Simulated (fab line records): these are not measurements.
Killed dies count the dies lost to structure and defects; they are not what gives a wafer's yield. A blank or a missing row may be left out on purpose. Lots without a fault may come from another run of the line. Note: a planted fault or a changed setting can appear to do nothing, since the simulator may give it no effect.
Comparing a struck lot with a sound one || flow berkeley cmos170 || 14 steps out of a route of 331
Sound: these wafers, L172.4, L172.5, L172.6. Wafers struck: L176.1, L176.3, L176.4. Last of all comes the cause.
Each step with rows lists, per side, the tool, then ch with its chambers, then its first start. Under that, the readings that differ: sound wafers || struck wafers || difference of the means || sigmas: that difference in standard deviations of wafers without a fault.
alike: readings whose means differ by less than 2 such deviations, and words and numbers that are the same on both sides. not compared: withheld readings, readings that some wafer has no value for, bounds like >300 that may hide the same value, and numbers for which the record gives no deviation and whose values overlap.
The two part at a step that has a row with sigmas, a row that says differs or no value, or rows on one side only. Non-overlapping numbers with no deviation appear without sigmas and do not part them. A reading that every wafer of one side lacks parts them only if that side has two wafers or more.

UCB170_GATE_CD_MEAS_12 targets a cd of 350 nm.
  sound on cd sem-02, day 6 18:12; struck on cd sem-01, day 7 14:31
  alike: cd nm
UCB170_GATE_OVL_MEAS_13:
  sound on overlay-02, day 6 18:17; struck on overlay-01, day 7 14:38
  alike: GATE_OVL
UCB170_GATE_ETCH_14: etches BARC in N2/H2.
  sound on rie diel-01 ch 0,1,3, day 6 18:19; struck on rie diel-04 ch 0,1,3, day 7 14:40
  alike: chamber pressure mTorr, drypump motor current A, oes product au, throttle valve pct
UCB170_GATE_ETCH_15: etches poly-Si in HBr/Cl2, stops on SiO2, time 56.3 s, target depth 278.2 nm.
  sound on rie si-01 ch 0,1,2, day 6 18:20; struck on rie si-02 ch 0,3, day 7 14:43
{"reading": "he backside leak sccm (sccm)", "sound": "2.7 2.4 2.5", "struck": "5.1 2.7 3.2", "difference": "+1.1", "sigmas": "+3"}
  alike: chamber pressure mTorr, drypump motor current A, oes product au, throttle valve pct
  not compared: rf hours counter h
UCB170_GATE_STRIP_16: strips in O2.
  sound on plasma asher-04 ch 0,1, day 6 18:25; struck on plasma asher-01 ch 0,1, day 7 14:45
  alike: chamber pressure mTorr, drypump motor current A, oes product au
  not compared: rf hours counter h
UCB170_GATE_CD_MEAS_90 targets a cd of 350 nm.
  sound on cd sem-02, day 6 18:33; struck on cd sem-02, day 7 14:51
  alike: cd nm
then, 6 steps without rows for these wafers: UCB170_GATE_CLEAN_17 (cleans in SPM, time 600 s); UCB170_PLDD_HMDS_00 (prime time 60 s); UCB170_PLDD_COAT_01 (resist thk 900 nm); UCB170_PLDD_SOFTBAKE_02 (time 60 s); UCB170_PLDD_EXPOSE_03 (exposes mask PSELECT, target cd 1200 nm); UCB170_PLDD_PEB_04.
UCB170_PLDD_DEVELOP_05: develop time 45 s.
  sound on litho track-02 ch 0, day 6 20:00; struck on litho track-03, day 7 18:00
  no value came back on the struck wafers for chill plate temp C (C), develop time s (s), exhaust pa (Pa); on the sound wafers chill plate temp C (C) reads 23.05 22.99 23.05
{"reading": "model.KrF_of_PLDD_COAT_01.thk nm (nm)", "sound": "886.2 888 888.5", "struck": "900.3 899.9 903.3", "difference": "+13.6", "sigmas": ""}
UCB170_PLDD_CD_MEAS_06 targets a cd of 1200 nm.
  sound on cd sem-02, day 6 20:09; struck on cd sem-02, day 7 18:56
{"reading": "cd nm (nm)", "sound": "1199.6 1199.9 1201.6", "struck": "- - -", "difference": "no value on the struck wafers", "sigmas": ""}

== WHERE THEY PART ==
Earliest at UCB170_GATE_ETCH_15; latest, in this record, at UCB170_PLDD_CD_MEAS_06.

WHY: the cause the simulator had injected
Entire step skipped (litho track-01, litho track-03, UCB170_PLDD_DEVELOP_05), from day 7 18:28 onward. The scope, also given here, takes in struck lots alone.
